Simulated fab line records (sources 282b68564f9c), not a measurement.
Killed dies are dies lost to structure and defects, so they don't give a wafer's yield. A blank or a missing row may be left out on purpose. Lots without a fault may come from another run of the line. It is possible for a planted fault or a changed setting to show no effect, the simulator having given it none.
The tool behind it: which one?    flow rit_cmos    13 lots, 39 wafers sampled, at 4 steps of a route of 202

WHAT THE GAUGES READ, wafer by wafer
RIT_CONTACT_THK_MEAS_01.
lot   measured     on             CONTACT_TEOS_THK (nm)
L565  day 3 14:05  film_metro-02  400 399 400
L566  day 3 21:54  film_metro-01  396 407 400
L567  day 4 00:26  film_metro-01  398 408 406
L568  day 4 10:57  film_metro-04  395 389 400
L570  day 4 15:42  film_metro-01  396 407 406
L571  day 4 21:00  film_metro-02  396 400 403
L572  day 5 04:47  film_metro-02  395 403 400
L573  day 5 09:48  film_metro-04  389 392 396
L575  day 5 21:22  film_metro-01  401 406 405
L579  day 6 11:20  film_metro-01  392 393 398
L583  day 7 12:23  film_metro-02  395 400 398
L584  day 7 13:56  film_metro-02  399 323 325
L586  day 8 03:34  film_metro-01  394 400 402

RIT_M1_OVL_MEAS_10.
lot   measured     on          M1_OVL (nm)
L565  day 3 18:08  overlay-01  1.7 -0.6 1.9
L566  day 4 02:02  overlay-02  -2.3 -3.3 -2.4
L567  day 4 04:14  overlay-02  0.9 0.7 -1.5
L568  day 4 14:45  overlay-02  -1.7 -0.9 -2.8
L570  day 4 19:30  overlay-02  -0.4 -1.5 -2.5
L571  day 5 00:55  overlay-02  -1.2 -0.3 -1.3
L572  day 5 08:25  overlay-01  -0.8 0.4 -0.3
L573  day 5 13:35  overlay-01  -0.6 -1.8 -0.2
L575  day 6 01:16  overlay-01  -1.3 -0.1 1.9
L579  day 6 15:11  overlay-01  1.3 1.6 1.5
L583  day 7 16:26  overlay-01  -1.2 -1.6 -1.4
L584  day 7 17:48  overlay-01  1.5 2.2 -0.2
L586  day 8 07:13  overlay-02  -0.3 -1.3 1.2

WHICH TOOL RAN EACH LOT (tool, then ch and the chambers of the sampled wafers, then the start)
lot   RIT_CONTACT_CVD_00              RIT_M1_SPUTTER_00
L565  pecvd-03 ch 0,1,2, day 3 14:01  pvd_sputter-02, day 3 16:32
L566  pecvd-02 ch 0,1,2, day 3 21:50  pvd_sputter-02, day 4 00:25
L567  pecvd-01 ch 0,2, day 4 00:22    pvd_sputter-04, day 4 02:38
L568  pecvd-03 ch 0,2, day 4 10:54    pvd_sputter-02, day 4 13:10
L570  pecvd-01 ch 0,1, day 4 15:38    pvd_sputter-02, day 4 17:51
L571  pecvd-03 ch 0,1, day 4 20:56    pvd_sputter-01, day 4 23:18
L572  pecvd-01 ch 0,1, day 5 04:43    pvd_sputter-02, day 5 06:56
L573  pecvd-02 ch 0,1, day 5 09:45    pvd_sputter-02, day 5 11:59
L575  pecvd-01 ch 1,2, day 5 21:19    pvd_sputter-02, day 5 23:40
L579  pecvd-02 ch 0,1,2, day 6 11:16  pvd_sputter-02, day 6 13:41
L583  pecvd-03 ch 0,1, day 7 12:20    pvd_sputter-02, day 7 14:52
L584  pecvd-01 ch 1,2, day 7 13:53    pvd_sputter-01, day 7 16:19
L586  pecvd-03 ch 0,1,2, day 8 03:29  pvd_sputter-01, day 8 05:44
- RIT_CONTACT_CVD_00: deposits SiO2 from TEOS, target thk 400 nm, time 61 s.
- RIT_M1_SPUTTER_00: material Al, target thk 400 nm, time 500 s.

WHAT THE TOOLS THEMSELVES READ (means of the sampled wafers that have a number; where no wafer has one, the mark that the record gives instead)
RIT_CONTACT_CVD_00.
lot   tool      heater_power_w (W)  rf_fwd_power_W (W)  run_length_s (s)
L565  pecvd-03  358                 397.9               89.2
L566  pecvd-02  350                 395.5               89.1
L567  pecvd-01  334                 398.1               88.6
L568  pecvd-03  363                 397.9               89.1
L570  pecvd-01  313                 398.3               88.7
L571  pecvd-03  375                 396.7               89.3
L572  pecvd-01  325                 397.2               88.6
L573  pecvd-02  347                 398.4               88.7
L575  pecvd-01  310                 398.4               88.5
L579  pecvd-02  309                 395.9               88.7
L583  pecvd-03  376                 396.7               89.8
L584  pecvd-01  303                 395.4               80.1
L586  pecvd-03  378                 396.6               89.4

RIT_M1_SPUTTER_00.
lot   tool            throttle_valve_pct (%)
L565  pvd_sputter-02  29.4
L566  pvd_sputter-02  29.3
L567  pvd_sputter-04  29.7
L568  pvd_sputter-02  29.4
L570  pvd_sputter-02  29.0
L571  pvd_sputter-01  31.2
L572  pvd_sputter-02  29.3
L573  pvd_sputter-02  29.9
L575  pvd_sputter-02  29.9
L579  pvd_sputter-02  29.8
L583  pvd_sputter-02  28.7
L584  pvd_sputter-01  31.3
L586  pvd_sputter-01  30.9

THE ANSWER, worked out from the rows above alone
Rule: the lots themselves supply what counts as usual. Put in order of their means at a reading, lots are off if they are a third of the lots or fewer, leave a main group of 4 or more, and stand apart from it by a gap of 3 or more times the standard deviation of the main group's means; of several such gaps the widest counts. The tables above print the reading to a certain number of digits; a main group whose means all agree to those digits is not used. A lot without any number at a reading at which 4 lots or more have one is off too. All remaining lots with rows at the step are treated as sound. The gauges are gone through in route order, then the tools' own readings, and for those a lot's mean is taken as printed above. At the first step where some lot is off, the reading lying furthest off is the one used; lots without a number count as furthest.
Off: L584, seen at RIT_CONTACT_THK_MEAS_01 (CONTACT_TEOS_THK). Mean 399 nm and standard deviation 3.6 in the main group.
If a tool, at a process step before that reading, ran all the lots that are off and no sound lot after the first of them, it fits. Not tried: the gauges at RIT_CONTACT_THK_MEAS_01; whatever is off there is also off at RIT_CONTACT_CVD_00, on other tools, and gauge error can't account for it. One candidate fits, namely pecvd-01 at RIT_CONTACT_CVD_00. A fault onset in the window from L575 (day 5 21:19, its last sound lot) to L584 (day 7 13:53, its first lot off) fits.
The tool's own readings at RIT_CONTACT_CVD_00 bear it out: on the lots that are off they differ by more than 5 times the standard deviation of the sound lots' means. run_length_s reads 80.1 s there against 89.0 s on the sound lots.

WHAT WAS PUT IN BY THE SIMULATOR
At RIT_CONTACT_CVD_00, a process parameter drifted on pecvd-01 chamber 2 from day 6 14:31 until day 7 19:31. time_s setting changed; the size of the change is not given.
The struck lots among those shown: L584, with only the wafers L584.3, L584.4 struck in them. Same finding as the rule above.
